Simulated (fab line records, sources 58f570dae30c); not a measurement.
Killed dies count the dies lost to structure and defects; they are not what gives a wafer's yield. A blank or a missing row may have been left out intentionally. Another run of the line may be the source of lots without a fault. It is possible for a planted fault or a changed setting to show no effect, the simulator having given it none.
Problem report, 8D (eight disciplines) form, completed by code :: flow berkeley cmos170 :: the parts of the form that need people (team, actions taken, sign-off) are left out

## 1. PROBLEM STATEMENT
tilt deg at UCB170_PFIELD_IMPLANT_07 reads a mean of 4.063 degrees on 9 wafers of 3 lots; wafers without a fault read 7.001 degrees with a standard deviation of 0.019. That is -99 or more standard deviations from the usual mean.
First observed at day 7 04:46: wafer L610.1, on implanter-02. The record has a number at this step for 45 wafers belonging to 15 lots. Rule for "out" (also "out of limits"): further than 4 standard deviations from the usual mean. Any other wafer with a number is counted as sound.

## 2. WHAT IT IS AND WHAT IT IS NOT
question: which readings at this step
is: tilt deg
is not: -

question: which lots
is: L610, L612, L614
is not: L596, L597, L598, L599, L600, L602, L604, L606, L608, L617, L618, L619

question: which wafers of those lots
is: all that have a number
is not: -

question: read on which tools
is: implanter-02
is not: implanter-03, implanter-04

question: when
is: from day 7 04:46
is not: up to then (24 sound wafers); but 12 sound wafers of L608, L617, L618, L619 came after

## 3. THE SUSPECTS, EACH WITH WHAT RULES IT OUT
Counting: a tool at any process step up to the reading remains a suspect when it ran all the lots that are out and ran no sound lot after the first of those.
- implanter-02 at UCB170_PFIELD_IMPLANT_07: kept. It ran every lot that is out, first L610 (day 7 04:46), and no sound lot after that; its last sound lot up to then is L606 (day 6 12:28). Its own readings are out on those wafers: tilt deg.
Remaining after the count: implanter-02 at UCB170_PFIELD_IMPLANT_07.

## 4. THE CAUSE (what the simulator had put in)
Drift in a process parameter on implanter-02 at UCB170_PFIELD_IMPLANT_07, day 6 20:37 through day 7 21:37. Setting tilt deg, moved by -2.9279, from 7. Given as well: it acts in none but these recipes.
This tool alone remained once counting was done.

## 5. THE EFFECT CHAIN, in route order
Each row: a reading whose mean over the struck wafers that have a number lies more than 3 standard deviations from the usual. Readings are gone through only where the record gives a usual standard deviation; hours: the median, over the lots, of the time from a lot's start at the first step in this table giving one to that lot's start at this step; sigmas: the change measured in usual standard deviations.
hours: 0
step: UCB170_PFIELD_IMPLANT_07
reading: tilt deg
usual: 7.001 degrees
on struck wafers: 4.063
change: -2.938
sigmas: -99 or more
Its process steps:
- UCB170_PFIELD_IMPLANT_07

## 6. HOW IT WOULD HAVE BEEN CAUGHT EARLIER
First out-of-limits reading in this record: day 7 04:46, which is 8 hours after fault onset at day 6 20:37.
